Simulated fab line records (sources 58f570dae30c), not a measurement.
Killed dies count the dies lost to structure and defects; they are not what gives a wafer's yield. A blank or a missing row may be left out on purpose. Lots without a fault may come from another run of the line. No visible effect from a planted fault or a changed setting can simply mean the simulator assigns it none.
The tool behind it: which one? ; flow berkeley cmos170 ; 14 lots with 42 wafers sampled at 7 steps, on a route of 331 steps

== WHAT EACH GAUGE READ, for each wafer ==
UCB170_GATE_THK_MEAS_02.
lot;measured;on;GATE_OXIDE_THK (nm)
L702;day 7 09:00;film metro-02;6.68 6.59 6.69
L704;day 7 16:30;film metro-02;6.64 6.68 6.64
L703;day 7 16:31;film metro-03;6.58 6.49 6.59
L706;day 8 02:13;film metro-03;6.48 6.43 6.42
L705;day 8 02:15;film metro-04;6.82 6.78 6.99
L707;day 8 09:25;film metro-03;6.43 6.36 6.55
L708;day 8 17:50;film metro-03;6.64 6.63 6.70
L709;day 8 17:50;film metro-02;6.33 6.53 6.44
L712;day 9 03:14;film metro-02;6.78 6.77 6.90
L713;day 9 20:30;film metro-03;6.72 6.79 6.75
L715;day 9 20:31;film metro-04;6.58 6.60 6.77
L716;day 10 00:52;film metro-02;6.60 6.73 6.65
L719;day 10 00:55;film metro-04;6.61 6.75 6.56
L722;day 11 06:20;film metro-04;6.45 6.60 6.39

UCB170_GATE_CD_MEAS_12: target cd 350 nm.
lot;measured;on;cd nm (nm)
L702;day 7 18:21;cd sem-02;349.8 348.6 348.7
L704;day 8 02:03;cd sem-02;349.2 350.7 351.1
L703;day 8 01:47;cd sem-01;350.3 348.7 348.2
L706;day 8 11:17;cd sem-02;349.7 351.2 350.8
L705;day 8 11:28;cd sem-01;349.9 349.6 348.1
L707;day 8 22:43;cd sem-02;348.3 347.5 347.4
L708;day 9 03:53;cd sem-01;350.6 351.3 351.3
L709;day 9 03:17;cd sem-01;348.9 348.8 347.0
L712;day 9 11:42;cd sem-01;349.6 350.5 350.4
L713;day 10 03:13;cd sem-02;346.7 347.2 346.1
L715;day 10 03:10;cd sem-01;350.0 348.8 349.9
L716;day 10 09:13;cd sem-02;347.4 348.7 349.3
L719;day 10 09:07;cd sem-02;350.9 351.4 349.6
L722;day 11 16:12;cd sem-02;349.6 350.7 347.8

UCB170_PSD_TW_MEAS_10.
lot;measured;on;PSD_TW
L702;day 8 09:34;film metro-01;2314 2338 2314
L704;day 8 16:27;film metro-01;2323 2323 2327
L703;day 8 16:11;film metro-01;2308 2310 2327
L706;day 8 23:44;film metro-03;2290 2287 2289
L705;day 8 23:56;film metro-02;2352 2337 2342
L707;day 9 10:34;film metro-01;2306 2304 2313
L708;day 9 16:33;film metro-01;2310 2314 2293
L709;day 9 14:58;film metro-03;2290 2306 2309
L712;day 10 03:54;film metro-02;2347 2342 2355
L713;day 10 14:15;film metro-02;2338 2352 2342
L715;day 10 14:49;film metro-03;2432 2428 2428
L716;day 11 01:10;film metro-01;2467 2447 2446
L719;day 11 01:26;film metro-02;2341 2343 2353
L722;day 12 09:35;film metro-02;2331 2352 2347

UCB170_NSD_OVL_MEAS_07.
lot;measured;on;NSD_OVL (nm)
L702;day 8 14:14;overlay-02;2 12 1
L704;day 8 17:47;overlay-01;-2 -7 -9
L703;day 8 17:30;overlay-02;7 3 8
L706;day 9 00:56;overlay-02;-4 7 -2
L705;day 9 01:14;overlay-02;-5 -7 -7
L707;day 9 16:20;overlay-02;5 -1 4
L708;day 9 19:04;overlay-02;-3 5 1
L709;day 9 18:19;overlay-01;-4 -4 -8
L712;day 10 05:53;overlay-02;-2 1 0
L713;day 10 17:19;overlay-01;-4 -3 -4
L715;day 10 17:52;overlay-02;2 3 -1
L716;day 11 03:49;overlay-02;-5 -8 -9
L719;day 11 04:08;overlay-01;2 4 1
L722;day 12 11:08;overlay-01;-5 -2 -5

UCB170_SDANNEAL_RS_MEAS_02: the measuring method here is four-point-probe.
lot;measured;on;PSD_RS (ohm/sq)
L702;day 8 15:40;film metro-01;75.6 75.8 75.7
L704;day 8 19:10;film metro-01;75.5 75.3 75.4
L703;day 8 18:53;film metro-03;75.3 75.5 75.7
L706;day 9 02:21;film metro-01;75.1 75.3 74.8
L705;day 9 02:57;film metro-03;75.4 75.7 75.7
L707;day 9 18:48;film metro-03;75.5 75.6 75.7
L708;day 9 21:27;film metro-02;75.2 75.1 75.2
L709;day 9 20:47;film metro-03;76.1 76.1 75.7
L712;day 10 07:21;film metro-02;75.1 75.1 74.8
L713;day 10 18:46;film metro-03;76.3 76.2 76.1
L715;day 10 19:33;film metro-03;65.8 66.0 66.3
L716;day 11 05:11;film metro-03;65.7 65.9 65.8
L719;day 11 05:50;film metro-02;75.3 75.6 75.5
L722;day 12 12:30;film metro-03;75.4 75.2 75.1

== EACH LOT AND THE TOOL THAT RAN IT (in order: tool; ch and the chambers of the sampled wafers; start) ==
lot;UCB170_PSD_IMPLANT_08;UCB170_PSD_STRIP_09
L702;implanter-03 ch 0, day 8 09:20;plasma asher-02 ch 0,1, day 8 09:28
L704;implanter-03 ch 0, day 8 16:12;plasma asher-04 ch 0,1, day 8 16:21
L703;implanter-02 ch 0, day 8 15:57;plasma asher-02 ch 0, day 8 16:04
L706;implanter-03 ch 0, day 8 23:32;plasma asher-04 ch 0,1, day 8 23:38
L705;implanter-02 ch 0, day 8 23:41;plasma asher-02 ch 0, day 8 23:50
L707;implanter-02 ch 0, day 9 10:19;plasma asher-04 ch 1, day 9 10:27
L708;implanter-03 ch 0, day 9 16:20;plasma asher-04 ch 0,1, day 9 16:27
L709;implanter-02 ch 0, day 9 14:43;plasma asher-02 ch 0,1, day 9 14:52
L712;implanter-02 ch 0, day 10 03:40;plasma asher-03 ch 0, day 10 03:47
L713;implanter-03 ch 0, day 10 14:00;plasma asher-04 ch 0,1, day 10 14:09
L715;implanter-03 ch 0, day 10 14:35;plasma asher-04 ch 0,1, day 10 14:43
L716;implanter-03 ch 0, day 11 00:55;plasma asher-03 ch 0,1, day 11 01:04
L719;implanter-01 ch 0, day 11 01:12;plasma asher-04 ch 0,1, day 11 01:20
L722;implanter-02 ch 0, day 12 09:20;plasma asher-02 ch 0,1, day 12 09:29
- UCB170_PSD_IMPLANT_08
- UCB170_PSD_STRIP_09: strips in O2.

== WHAT THE TOOLS THEMSELVES READ (means of the sampled wafers that have a number; where no wafer has one, the mark that the record gives instead) ==
UCB170_PSD_IMPLANT_08.
lot;tool;dose ions cm2;end station pressure torr (Torr);faraday current uA
L702;implanter-03;3e+15;1.25e-05;9168
L704;implanter-03;3e+15;1.21e-05;9308
L703;implanter-02;3e+15;1.27e-05;9308
L706;implanter-03;3e+15;1.29e-05;9364
L705;implanter-02;3e+15;1.25e-05;9344
L707;implanter-02;3e+15;1.30e-05;9264
L708;implanter-03;3e+15;1.28e-05;9189
L709;implanter-02;3e+15;1.32e-05;9234
L712;implanter-02;3e+15;1.29e-05;9187
L713;implanter-03;3e+15;1.26e-05;9258
L715;implanter-03;4e+15;1.48e-05;11135
L716;implanter-03;4e+15;1.40e-05;11041
L719;implanter-01;3e+15;1.30e-05;9257
L722;implanter-02;3e+15;1.18e-05;9014

UCB170_PSD_STRIP_09.
lot;tool;drypump motor current A (A);o2 flow sccm (sccm);oes product au (a.u.);strip time to endpoint s (s)
L702;plasma asher-02;5.2;400.5;0.602;29.31
L704;plasma asher-04;5.4;400.2;0.605;29.46
L703;plasma asher-02;4.9;400.8;0.602;29.25
L706;plasma asher-04;5.4;400.0;0.594;29.46
L705;plasma asher-02;4.9;398.1;0.601;29.28
L707;plasma asher-04;5.8;400.3;0.601;29.39
L708;plasma asher-04;5.6;400.5;0.606;29.45
L709;plasma asher-02;5.4;400.2;0.603;29.49
L712;plasma asher-03;6.7;400.4;0.600;29.54
L713;plasma asher-04;5.6;398.7;0.602;29.30
L715;plasma asher-04;5.3;399.1;0.573;31.32
L716;plasma asher-03;6.2;399.7;0.573;31.45
L719;plasma asher-04;5.3;399.8;0.601;29.36
L722;plasma asher-02;5.4;399.6;0.603;29.34

== THE ANSWER, worked out from the rows above alone ==
Rule: what is usual is taken from the lots themselves. Put in order of their means at a reading, lots are off if they are a third of the lots or fewer, leave a main group of 4 or more, and stand apart from it by a gap of 3 or more times the standard deviation of the main group's means; of several such gaps the widest counts. A main group whose means are all the same, to the digits that the tables above print for the reading, isn't used. Also off: a lot with no number at a reading for which 4 or more lots have one. Any other lot the step has rows for is counted as sound. After the gauges, taken in route order, come the tools' own readings; for these a lot's mean is taken, as printed above. The first step at which some lot is off is used, and at that step the reading that is off furthest; a lot without a number counts as furthest.
Off: L715, L716, seen at UCB170_PSD_TW_MEAS_10 (PSD_TW). The main group: mean 2324, standard deviation 20.
A tool fits if, at a process step before that reading, it ran every lot that is off, and no sound lot after the first of them. Not tried: the gauges at UCB170_PSD_TW_MEAS_10; whatever is off there is also off at UCB170_PSD_IMPLANT_08, on other tools, and gauge error can't account for it. One fits: UCB170_PSD_IMPLANT_08 on implanter-03. Its last sound lot is L713 (day 10 14:00), its first lot that is off L715 (day 10 14:35): a fault that began between those two fits.
The tool's own readings at UCB170_PSD_IMPLANT_08 bear it out: on the lots that are off they differ by more than 5 times the standard deviation of the sound lots' means. dose ions cm2 reads 4e+15 there against 3e+15 on the sound lots; faraday current uA reads 11088 there against 9241 on the sound lots.

== WHAT THE SIMULATOR HAD PUT IN ==
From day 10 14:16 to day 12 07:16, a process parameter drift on implanter-03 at UCB170_PSD_IMPLANT_08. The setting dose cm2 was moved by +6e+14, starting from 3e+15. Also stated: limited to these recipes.
Shown lots that were struck: L715, L716. The rule given above showed the same thing.
